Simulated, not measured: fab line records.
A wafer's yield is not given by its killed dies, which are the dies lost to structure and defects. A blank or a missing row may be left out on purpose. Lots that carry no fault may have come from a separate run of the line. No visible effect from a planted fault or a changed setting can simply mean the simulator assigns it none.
Which tool is to blame? | flow berkeley-cmos170 | 7 lots with 21 wafers sampled at 4 steps, on a route of 331 steps

WHAT THE GAUGES READ, wafer by wafer
UCB170_M3_OVL_MEAS_16.
lot  | measured     | on         | M3_OVL (nm)
L867 | day 9 12:24  | overlay-02 | -9 -2 -8
L869 | day 10 08:03 | overlay-01 | 2 8 -2
L871 | day 10 09:26 | overlay-01 | -1 -3 -2
L875 | day 11 14:32 | overlay-02 | -3 -1 -7
L880 | day 12 20:42 | overlay-02 | -9 -7 -7
L884 | day 12 22:44 | overlay-01 | 1 6 -4
L886 | day 13 11:22 | overlay-01 | -6 3 -1

WHICH TOOL RAN EACH LOT (tool, then ch and the chambers of the sampled wafers, then the start)
lot  | UCB170_V1_CVD_00               | UCB170_M2_STRIP_07                   | UCB170_V2_CMP_02
L867 | pecvd-01 ch 0,1,2, day 8 23:51 | plasma-asher-04 ch 0, day 9 03:16    | cmp-01 ch 0,1,3, day 9 05:58
L869 | pecvd-01 ch 0,1, day 9 17:04   | plasma-asher-04 ch 0,1, day 9 22:20  | cmp-02 ch 0,2, day 10 01:07
L871 | pecvd-04 ch 1,2, day 9 19:44   | plasma-asher-03 ch 0,1, day 9 23:20  | cmp-01 ch 1,2, day 10 02:07
L875 | pecvd-04 ch 0,2, day 11 00:49  | plasma-asher-03 ch 0,1, day 11 06:10 | cmp-01 ch 0,2,3, day 11 09:28
L880 | pecvd-02 ch 1,2, day 12 06:49  | plasma-asher-01 ch 0,1, day 12 10:52 | cmp-02 ch 1,2,3, day 12 15:17
L884 | pecvd-02 ch 0,1, day 12 08:08  | plasma-asher-03 ch 0,1, day 12 15:13 | cmp-02 ch 0,1, day 12 18:08
L886 | pecvd-02 ch 1,2, day 12 22:30  | plasma-asher-03 ch 0,1, day 13 02:22 | cmp-02 ch 0,1,3, day 13 04:40
- UCB170_V1_CVD_00: deposits SiO2 from TEOS/O2, target thk 2000 nm, time 250 s.
- UCB170_M2_STRIP_07: strips in O2.
- UCB170_V2_CMP_02: polishes SiO2.

THE ANSWER, worked out from the rows above alone
Rule: usual is defined by the lots themselves. Put in order of their means at a reading, lots are off if they are a third of the lots or fewer, leave a main group of 4 or more, and stand apart from it by a gap of 3 or more times the standard deviation of the main group's means; of several such gaps the widest counts. A main group is skipped when, at the precision printed for the reading in the tables above, its means are all equal. Also off: a lot with no number at a reading for which 4 or more lots have one. All remaining lots with rows at the step are treated as sound.
No lot is off at any reading shown: from this, nothing can be told.

WHAT THE SIMULATOR HAD PUT IN
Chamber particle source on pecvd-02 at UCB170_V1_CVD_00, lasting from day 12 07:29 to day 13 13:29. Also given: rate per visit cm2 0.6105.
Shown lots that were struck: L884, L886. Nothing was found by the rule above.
